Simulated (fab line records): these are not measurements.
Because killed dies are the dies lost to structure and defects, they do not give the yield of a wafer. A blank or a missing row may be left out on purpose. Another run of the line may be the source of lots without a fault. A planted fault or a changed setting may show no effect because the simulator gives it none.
8D (eight disciplines) problem report, filled in by code	flow berkeley_cmos170	the parts of the form that need people (team, actions taken, sign-off) are left out

1. THE PROBLEM
Wafers free of any fault read 0.0485 ohm/sq (standard deviation 0.00049) for M1_AL_RS at UCB170_M1_RS_MEAS_01, against a mean of 0.0374 ohm/sq on 6 wafers of 2 lots. Relative to the usual mean, that is a shift of -23 standard deviations.
The step: measures by four-point-probe.
Earliest sighting: wafer L436.1 on film_metro-02 at day 10 05:16. The record has a number at this step for 42 wafers belonging to 14 lots. Rule for "out", or "out of limits": more than 4 standard deviations from the usual mean. Any other wafer with a number is counted as sound.

2. WHAT IT IS; WHAT IT IS NOT
question	is	is not
which readings at this step	M1_AL_RS	-
which lots	L436, L437	L421, L422, L423, L424, L425, L426, L427, L428, L432, L439, L440, L443
which wafers of those lots	all that have a number	-
read on which gauges	film_metro-02, film_metro-04	film_metro-01
when	from day 10 05:16	up to then (27 sound wafers); but 9 sound wafers of L439, L440, L443 came after

3. SUSPECTS, AND WHAT RULES EACH OUT
Counting: a tool at a process step up to the reading stays a suspect if it ran every lot that is out and no sound lot after the first of them.
- ruled out: the gauge at UCB170_M1_RS_MEAS_01. The wafers that are out were read on 2 gauges (film_metro-02, film_metro-04).
- pvd_sputter-03 at UCB170_M1_SPUTTER_00 (material Al, target thk 600 nm, time 80 s): kept. All lots that are out passed through it, beginning with L436 at day 10 05:12, and no sound lot followed; its final sound lot before that point was L427 at day 8 11:31.
Remaining after the count: pvd_sputter-03 at UCB170_M1_SPUTTER_00.

4. THE CAUSE (what the simulator had put in)
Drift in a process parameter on pvd_sputter-03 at UCB170_M1_SPUTTER_00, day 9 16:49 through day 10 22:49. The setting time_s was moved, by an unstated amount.
The count eliminated every tool but this one.

5. THE CHAIN OF EFFECTS, in route order
Rows list readings where the struck wafers' mean (over those with a number) sits beyond 3 standard deviations from the usual. Only readings whose record carries a usual standard deviation are examined. hours: median over the lots of the time between each lot's start at the first step of this table that gives one and its start at this step. sigmas: the change, counted in usual standard deviations.
hours	step	reading	usual	on struck wafers	change	sigmas
0	UCB170_M1_RS_MEAS_01	M1_AL_RS	0.0485 ohm/sq	0.0374	-0.0111	-23
0	UCB170_M1_THK_MEAS_02	M1_AL_THK	597 nm	770	+173	+25
1	UCB170_M1_METAL_ETCH_12	oes_product_au	0.853 a.u.	0.978	+0.125	+7.4
Its process steps:
- UCB170_M1_METAL_ETCH_12: etches Al in Cl2/BCl3, stops on PSG, target depth 780 nm, time 130 s.
At these later measuring or inspecting steps, every struck wafer for which the step has a row has a number for every such reading, and none has moved that far: UCB170_V2_OVL_MEAS_13.

6. WHAT WOULD HAVE CAUGHT IT SOONER
In this record the first reading out of limits at a measuring or inspecting step was taken at day 10 05:16, 12 hours after the fault began at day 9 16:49.
An alarm limit of 4 standard deviations would not have fired on the tool readings at UCB170_M1_SPUTTER_00 for which the record gives a usual standard deviation, since none of them was out on any struck wafer.
L437, from the lots that are out (2), started UCB170_M1_SPUTTER_00 on pvd_sputter-03 later than day 10 05:16. A hold on the tool at that time would have spared it.
